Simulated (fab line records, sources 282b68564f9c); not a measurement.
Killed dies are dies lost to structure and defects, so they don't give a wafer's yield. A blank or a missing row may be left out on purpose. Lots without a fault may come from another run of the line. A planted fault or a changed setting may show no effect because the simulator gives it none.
A struck lot beside a sound one | flow rit_cmos | 15 steps out of a route of 202
Sound: wafers L764.1, L764.3, L764.5. Struck: wafers L776.1, L776.4, L776.5. The cause comes at the end.
At each step with rows: each side's tool, then ch and its chambers, then its first start. Under that, the readings that differ: sound wafers | struck wafers | difference of the means | sigmas: that difference in standard deviations of wafers without a fault.
alike: readings whose means differ by less than 2 such deviations, and words and numbers that are the same on both sides. not compared: withheld readings, readings that some wafer has no value for, bounds like >300 that may hide the same value, and numbers for which the record gives no deviation and whose values overlap.
The two part at a step that has a row with sigmas, a row that says differs or no value, or rows on one side only. Numbers that don't overlap but have no deviation are shown without sigmas and don't part them. A reading that every wafer of one side lacks parts them only if that side has two wafers or more.

RIT_ACTIVE_BOW_MEAS_00:
  sound on film_metro-03, day 2 06:00; struck on film_metro-02, day 4 18:00
  alike: INCOMING_BOW
then, 1 step without rows for these wafers: RIT_ACTIVE_OXIDATION_01 (target thk 46.8 nm, ox time 3360 s).
RIT_ACTIVE_THK_MEAS_02:
  sound on film_metro-03, day 2 08:03; struck on film_metro-02, day 4 21:10
  alike: ACTIVE_OXIDE_THK
then, 1 step without rows for these wafers: RIT_ACTIVE_CVD_03 (deposits Si3N4 from SiH2Cl2/NH3, target thk 150 nm, time 1500 s).
RIT_ACTIVE_THK_MEAS_04:
  sound on film_metro-02, day 2 09:32; struck on film_metro-02, day 4 22:38
  alike: ACTIVE_NITRIDE_THK
then, 1 step without rows for these wafers: RIT_ACTIVE_HMDS_05 (prime time 60 s).
RIT_ACTIVE_COAT_06: resist thk 1000 nm.
  sound on litho_track-01 ch 0, day 2 09:44; struck on litho_track-01 ch 0, day 4 22:51
  reading                                     | sound                | struck               | difference | sigmas
  spin_speed_rpm (rpm)                        | 3247.7 3250.2 3247.8 | 4358.4 4358.9 4356.8 | +1109.5    | +99 or more
  model.NOVOLAK_of_ACTIVE_COAT_06.thk_nm (nm) | 1004 1002 1005       | 863.9 866.4 865.8    | -138.3     |
  alike: dispense_pressure_kPa
then, 4 steps without rows for these wafers: RIT_ACTIVE_SOFTBAKE_07 (time 60 s); RIT_ACTIVE_EXPOSE_08 (exposes mask M1, target cd 1400 nm); RIT_ACTIVE_PEB_09; RIT_ACTIVE_DEVELOP_10 (develop time 50 s).
RIT_ACTIVE_CD_MEAS_11: target cd 1400 nm.
  sound on cd_sem-02, day 2 10:41; struck on cd_sem-02, day 4 23:58
  reading    | sound                | struck               | difference | sigmas
  cd_nm (nm) | 1400.3 1399.7 1397.4 | 1386.3 1387.2 1386.5 | -12.5      | -6
  not compared: hold
RIT_ACTIVE_ETCH_13: etches Si3N4 in SF6, stops on SiO2, time 210 s, target depth 210 nm.
  sound on rie_diel-01 ch 0,1,3, day 2 10:57; struck on rie_diel-01 ch 1,2, day 5 05:09
  reading                                     | sound             | struck            | difference | sigmas
  model.NOVOLAK_of_ACTIVE_COAT_06.thk_nm (nm) | 658.1 657.6 655.7 | 536.5 539.1 535.7 | -120.0     |
  model.ACTIVE.cd_nm (nm)                     | 1400 1400 1398    | 1386 1387 1387    | -13        |
  alike: drypump_motor_current_A, oes_product_au, throttle_valve_pct
  not compared: rf_hours_counter_h
RIT_ACTIVE_STRIP_14: strips in O2, time 180 s.
  sound on plasma_asher-03 ch 0,1, day 2 11:05; struck on plasma_asher-03 ch 0,1, day 5 05:17
  alike: drypump_motor_current_A
  not compared: rf_hours_counter_h
RIT_M1_PROBE_99:
  the record has rows for the sound wafers here (prober-01, day 4 07:52) and none for the struck ones

WHERE THEY PART
First at RIT_ACTIVE_COAT_06; last, within this record, at RIT_M1_PROBE_99.

WHY: what the simulator had put in
Process parameter drift: litho_track-01, from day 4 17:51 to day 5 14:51, at RIT_ACTIVE_COAT_06. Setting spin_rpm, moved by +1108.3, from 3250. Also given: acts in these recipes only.
